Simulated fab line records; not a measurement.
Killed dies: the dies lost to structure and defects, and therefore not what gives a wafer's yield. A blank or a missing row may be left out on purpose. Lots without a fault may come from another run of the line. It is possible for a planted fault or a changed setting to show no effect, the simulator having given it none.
Split-lot trial	flow berkeley_cmos170	23 wafers read from 5 lots, route of 331 steps

ON THE SPLIT
At UCB170_M2_METAL_ETCH_18 (etches Al in Cl2/BCl3, stops on SiO2, target depth 1170 nm, time 195 s), the setting icp_w was moved away from the recipe's 600 W on 11 of the 23 wafers read, by -12.0% to -4.5%. This setting was run at the recipe's value on the other wafers.

Split to reading: the file shows no intervening step.

THE READING
oes_product_au, in a.u., at UCB170_M2_STRIP_19 (strips in O2). Typical for fault-free wafers on this fab line: 0.568 a.u., with standard deviation 0.01 a.u.

wafer	tool, chamber at the split	icp_w as run, W	against the recipe	oes_product_au, a.u.	against lot-mates on the recipe
L076.1	rie_metal-04, 0	536.5	-10.6%	0.633	+0.062
L076.2	rie_metal-04, 1	600	recipe	0.575	-
L076.4	rie_metal-04, 0	536.5	-10.6%	0.637	+0.066
L076.5	rie_metal-04, 1	600	recipe	0.567	-
L076.6	rie_metal-04, 0	536.5	-10.6%	0.628	+0.057
L075.3	rie_metal-01, 0	600	recipe	0.587	-
L075.4	rie_metal-01, 1	600	recipe	0.559	-
L075.5	rie_metal-01, 1	600	recipe	0.561	-
L077.1	rie_metal-04, 1	566	-5.7%	0.586	+0.021
L077.3	rie_metal-04, 0	600	recipe	0.557	-
L077.4	rie_metal-04, 1	600	recipe	0.573	-
L077.5	rie_metal-04, 0	566	-5.7%	0.590	+0.025
L077.6	rie_metal-04, 1	566	-5.7%	0.619	+0.054
L082.1	rie_metal-01, 0	573.1	-4.5%	0.600	+0.029
L082.2	rie_metal-01, 1	573.1	-4.5%	0.579	+0.008
L082.3	rie_metal-01, 1	573.1	-4.5%	0.587	+0.016
L082.4	rie_metal-01, 0	600	recipe	0.570	-
L082.5	rie_metal-01, 0	600	recipe	0.573	-
L079.1	rie_metal-02, 1	600	recipe	0.554	-
L079.3	rie_metal-02, 1	600	recipe	0.567	-
L079.4	rie_metal-02, 0	528.3	-12.0%	0.638	+0.077
L079.5	rie_metal-02, 1	600	recipe	0.561	-
L079.6	rie_metal-02, 0	528.3	-12.0%	0.632	+0.071

THE FIT
A straight line over all 23 wafers: oes_product_au changes by -0.00591 a.u. for each +1% of icp_w; r = -0.94; the points scatter about the line by 0.0098 a.u.
The same after taking each lot's own level away (the mean of its wafers on the recipe; 23 wafers): -0.00596 a.u. for each +1%; r = -0.95; scatter 0.0096 a.u.
The reading moves by 0.071 a.u. for the largest change in icp_w, on that fit.
Measured against the standard deviation above, the lots' own levels, which go from 0.5607 to 0.5715 a.u., span 1.1 times it.
So the lot-to-lot level changes the slope little: the two slopes agree.
Check: for one of the wafers moved furthest among these (-12.0%), held out of the fit, the line's prediction against its lot-mates is +0.0682 a.u. It came out at +0.0773 a.u. against them.

THE OTHER SPLITS THESE WAFERS WENT THROUGH
Note: prior to the reading, these wafers also went through further splits. Each is held against what the fit with the lots' levels taken away leaves over:
other split on the same wafers	wafers away from the commonest value	r with oes_product_au (lot level and that fit taken away)
UCB170_NLDD_COAT_01 resist_thk_nm	6	-0.22
UCB170_NLDD_IMPLANT_09 energy_kev	10	-0.13
UCB170_CONTACT_CVD_01 o2_flow_sccm	10	-0.10
UCB170_CONTACT_ETCH_18 rf_w	8	-0.11
UCB170_M1_METAL_ETCH_12 time_s	6	-0.10
UCB170_M2_STRIP_07 o2_flow_sccm	4	-0.09

THE WHOLE CHAIN: every reading that the file lists as answering this split, in the file's order
step	what it does	reading	change (the file's fit)	r (the file's)
UCB170_M2_METAL_ETCH_18	etches Al in Cl2/BCl3, stops on SiO2, target depth 1170 nm, time 195 s	KrF_of_M2_COAT_10.thk_nm (the simulator's own value, which no gauge read)	-5.49 nm for each +1% of the setting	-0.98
UCB170_M2_METAL_ETCH_18	etches Al in Cl2/BCl3, stops on SiO2, target depth 1170 nm, time 195 s	SiO2_of_V1_CVD_00.thk_nm (the simulator's own value, which no gauge read)	-0.398 nm for each +1% of the setting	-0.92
UCB170_M2_STRIP_19	strips in O2	oes_product_au	-0.00589 a.u. for each +1% of the setting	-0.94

FILE'S OWN FIT
oes_product_au changes by -0.00589 a.u. for each +1% of icp_w, r = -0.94.
